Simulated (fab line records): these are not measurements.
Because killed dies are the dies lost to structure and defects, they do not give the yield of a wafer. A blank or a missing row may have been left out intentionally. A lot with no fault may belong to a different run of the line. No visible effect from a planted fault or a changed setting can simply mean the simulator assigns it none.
Which tool is to blame? + flow berkeleyCmos170 + 42 wafers from 14 lots sampled at 2 of the route's 331 steps

== WHAT EACH GAUGE READ, for each wafer ==
UCB170_M2_OVL_MEAS_16.
| lot  | measured     | on         | M2_OVL (nm) |
|------|--------------|------------|-------------|
| L680 | day 7 11:12  | overlay-02 | -4 -4 -2    |
| L679 | day 7 18:17  | overlay-01 | 1 1 0       |
| L681 | day 7 23:17  | overlay-01 | -7 -7 -2    |
| L683 | day 8 12:47  | overlay-02 | -9 -5 -12   |
| L685 | day 9 00:53  | overlay-02 | -3 0 -2     |
| L686 | day 9 00:37  | overlay-02 | -9 -2 -9    |
| L687 | day 9 22:31  | overlay-02 | 1 -2 -4     |
| L688 | day 9 22:37  | overlay-02 | -3 5 2      |
| L691 | day 10 13:53 | overlay-01 | -8 -7 -10   |
| L695 | day 11 02:09 | overlay-02 | -7 -4 -1    |
| L696 | day 11 02:25 | overlay-01 | 2 -6 -5     |
| L698 | day 11 22:08 | overlay-02 | -7 -1 -1    |
| L701 | day 11 21:46 | overlay-02 | -4 -5 7     |
| L702 | day 11 23:13 | overlay-02 | -3 -11 -9   |

== EACH LOT AND THE TOOL THAT RAN IT (in order: tool; ch and the chambers of the sampled wafers; start) ==
| lot  | UCB170_NLDD_IMPLANT_08          |
|------|---------------------------------|
| L680 | implanter-04 ch 0, day 6 07:53  |
| L679 | implanter-04 ch 0, day 6 08:40  |
| L681 | implanter-03 ch 0, day 6 18:43  |
| L683 | implanter-03 ch 0, day 7 07:16  |
| L685 | implanter-04 ch 0, day 7 22:22  |
| L686 | implanter-03 ch 0, day 7 23:48  |
| L687 | implanter-04 ch 0, day 8 11:28  |
| L688 | implanter-03 ch 0, day 8 12:43  |
| L691 | implanter-03 ch 0, day 9 03:34  |
| L695 | implanter-03 ch 0, day 9 15:24  |
| L696 | implanter-02 ch 0, day 9 21:26  |
| L698 | implanter-02 ch 0, day 10 13:07 |
| L701 | implanter-04 ch 0, day 10 14:50 |
| L702 | implanter-02 ch 0, day 10 15:37 |
- UCB170_NLDD_IMPLANT_08

== AS READ BY THE TOOLS THEMSELVES (means over the sampled wafers that have a number; for cases with no such wafer, the mark the record gives instead) ==
UCB170_NLDD_IMPLANT_08.
| lot  | tool         | beamEnergyKeV |
|------|--------------|---------------|
| L680 | implanter-04 | 29.996        |
| L679 | implanter-04 | 30.005        |
| L681 | implanter-03 | 30.004        |
| L683 | implanter-03 | 29.996        |
| L685 | implanter-04 | 30.010        |
| L686 | implanter-03 | 30.001        |
| L687 | implanter-04 | 29.995        |
| L688 | implanter-03 | 29.996        |
| L691 | implanter-03 | 29.429        |
| L695 | implanter-03 | 29.425        |
| L696 | implanter-02 | 30.012        |
| L698 | implanter-02 | 30.001        |
| L701 | implanter-04 | 30.006        |
| L702 | implanter-02 | 30.005        |

== THE ANSWER, worked out from the rows above alone ==
Rule: the lots themselves supply what counts as usual. The widest of any qualifying gaps counts: lots, ordered by their means at a reading, are off when they make up no more than a third of the lots, leave a main group of 4 or more, and stand apart from it by 3 or more times the standard deviation of that group's means. If all means in a main group match to the digits the tables above print for the reading, that group is not used. Also off: a lot with no number at a reading for which 4 or more lots have one. All remaining lots with rows at the step are treated as sound. Order of review: gauges by route order, followed by the tools' own readings, for which a lot's mean as printed above is used. The first step at which some lot is off is used, and at that step the reading that is off furthest; a lot without a number counts as furthest.
Off: L691, L695, at UCB170_NLDD_IMPLANT_08 (beamEnergyKeV). The main group: mean 30.002, standard deviation 0.0055.
A tool fits if, at that step or a process step before it, it ran every lot that is off, and no sound lot after the first of them. One fits: UCB170_NLDD_IMPLANT_08 on implanter-03. Its last sound lot is L688 (day 8 12:43), its first lot that is off L691 (day 9 03:34): a fault that began between those two fits.
The tool's own readings at UCB170_NLDD_IMPLANT_08 bear it out: on the lots that are off they differ by more than 5 times the standard deviation of the sound lots' means. beamEnergyKeV reads 29.427 there against 30.002 on the sound lots.

== WHAT THE SIMULATOR PUT IN ==
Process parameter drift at UCB170_NLDD_IMPLANT_08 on implanter-03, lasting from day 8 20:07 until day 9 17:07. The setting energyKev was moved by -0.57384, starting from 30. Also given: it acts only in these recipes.
Lots struck among those shown: L691, L695. Same finding as the rule above.
